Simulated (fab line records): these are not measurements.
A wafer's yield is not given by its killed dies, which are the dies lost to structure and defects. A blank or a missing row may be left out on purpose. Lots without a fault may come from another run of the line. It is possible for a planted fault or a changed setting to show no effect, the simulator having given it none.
Tool commonality check -- flow berkeley cmos170 -- Sampled: 13 lots, 39 wafers

== WHY THIS WAS OPENED ==
3 of 13 lots carry a flag on the reading M1_OVL at UCB170_M1_OVL_MEAS_10. Wafers without a fault read 1 nm, standard deviation 5.4.
Rule: a lot is flagged in two cases, either no wafer of it has a number, or all its wafers with numbers fall more than 4 standard deviations from that mean. The other lots count as sound.

lot,measured,on,"M1_OVL (nm), wafer by wafer",flag
L319,day 7 01:43,overlay-01,7 5 3,
L318,day 7 02:13,overlay-01,3 2 0,
L317,day 7 02:20,overlay-02,-3 1 0,
L320,day 8 04:17,overlay-02,-8 -10 -4,
L321,day 8 04:40,overlay-02,189 189 194,FLAGGED
L323,day 8 04:55,overlay-01,-1 -1 0,
L322,day 8 05:14,overlay-02,200 195 188,FLAGGED
L325,day 9 00:42,overlay-02,196 197 196,FLAGGED
L324,day 9 00:58,overlay-02,7 6 10,
L335,day 10 19:49,overlay-02,-4 -6 -2,
L333,day 10 21:29,overlay-01,-2 1 4,
L338,day 11 11:17,overlay-01,4 2 3,
L336,day 11 13:18,overlay-01,6 5 5,
The mean of the flagged lots' numbers is 194 nm, +193 nm from the usual (+36 standard deviations).

== EACH LOT AND THE TOOL IT RAN ON ==
Before the reading, the record contains 2 process steps out of a 331-step route. Read each cell as the tool, then ch plus the chambers that the sampled wafers visited, then the start.
lot,flag,UCB170_PWELL_STRIP_16,UCB170_M1_EXPOSE_06
L319,,"plasma asher-01 ch 0,1, day 3 09:15","krf scanner-01 ch 0, day 7 00:57"
L318,,"plasma asher-02 ch 0,1, day 3 08:51","krf scanner-02 ch 0, day 7 01:25"
L317,,"plasma asher-04 ch 0,1, day 3 02:53","krf scanner-01 ch 0, day 7 01:50"
L320,,"plasma asher-02 ch 0,1, day 3 21:53","krf scanner-01 ch 0, day 8 03:45"
L321,FLAGGED,"plasma asher-01 ch 0,1, day 3 22:10","krf scanner-01 ch 0, day 8 04:11"
L323,,"plasma asher-04 ch 0,1, day 4 14:41","krf scanner-02 ch 0, day 8 04:24"
L322,FLAGGED,"plasma asher-01 ch 0,1, day 4 01:09","krf scanner-01 ch 0, day 8 04:43"
L325,FLAGGED,"plasma asher-04 ch 0,1, day 4 18:11","krf scanner-01 ch 0, day 8 23:34"
L324,,"plasma asher-01 ch 0,1, day 4 18:29","krf scanner-02 ch 0, day 9 00:11"
L335,,"plasma asher-04 ch 0,1, day 6 17:25","krf scanner-02 ch 0, day 10 18:47"
L333,,"plasma asher-02 ch 0,1, day 6 12:58","krf scanner-02 ch 0, day 10 20:59"
L338,,"plasma asher-01 ch 1, day 7 15:37","krf scanner-02 ch 0, day 11 10:44"
L336,,"plasma asher-02 ch 0,1, day 7 02:47","krf scanner-02 ch 0, day 11 12:34"
What is done by these steps:
- UCB170_PWELL_STRIP_16: strips in O2.
- UCB170_M1_EXPOSE_06: exposes mask METAL1, target cd 700 nm.
- UCB170_M1_OVL_MEAS_10

== FLAGGED AGAINST TOTAL, ONE TOOL AT A TIME (gauges that did the reading follow at the end) ==
step,tool,lots run,flagged,share of the flagged lots,sound lots run after its first flagged lot
UCB170_PWELL_STRIP_16,plasma asher-01,5,2,some,"2 (L324,L338)"
UCB170_PWELL_STRIP_16,plasma asher-02,4,0,none,-
UCB170_PWELL_STRIP_16,plasma asher-04,4,1,some,1 (L335)
UCB170_M1_EXPOSE_06,krf scanner-01,6,3,all,0
UCB170_M1_EXPOSE_06,krf scanner-02,7,0,none,-
UCB170_M1_OVL_MEAS_10,overlay-01,6,0,none,-
UCB170_M1_OVL_MEAS_10,overlay-02,7,3,all,"2 (L324,L335)"

== WHAT THE TABLE ALLOWS ==
Table rows that saw every flagged lot: 2, namely krf scanner-01 at UCB170_M1_EXPOSE_06 and overlay-02 at UCB170_M1_OVL_MEAS_10.
- krf scanner-01 at UCB170_M1_EXPOSE_06: 3 of its 6 lots flagged. Last sound lot L320 at day 8 03:45, first flagged lot L321 at day 8 04:11; a fault beginning in between fits.
- overlay-02 at UCB170_M1_OVL_MEAS_10: 3 of its 7 lots flagged. After the first flagged lot (L324, L335), sound lots still ran on it; a lasting fault on the whole tool would not permit that.
What remains is a single tool, krf scanner-01 at UCB170_M1_EXPOSE_06.

== WHAT HAD BEEN PUT IN BY THE SIMULATOR ==
Scanner matching overlay: krf scanner-01, from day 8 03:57 on, at UCB170_M1_EXPOSE_06. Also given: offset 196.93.
Shown lots that were struck: L321, L322, L325. The same result came from the rule above.
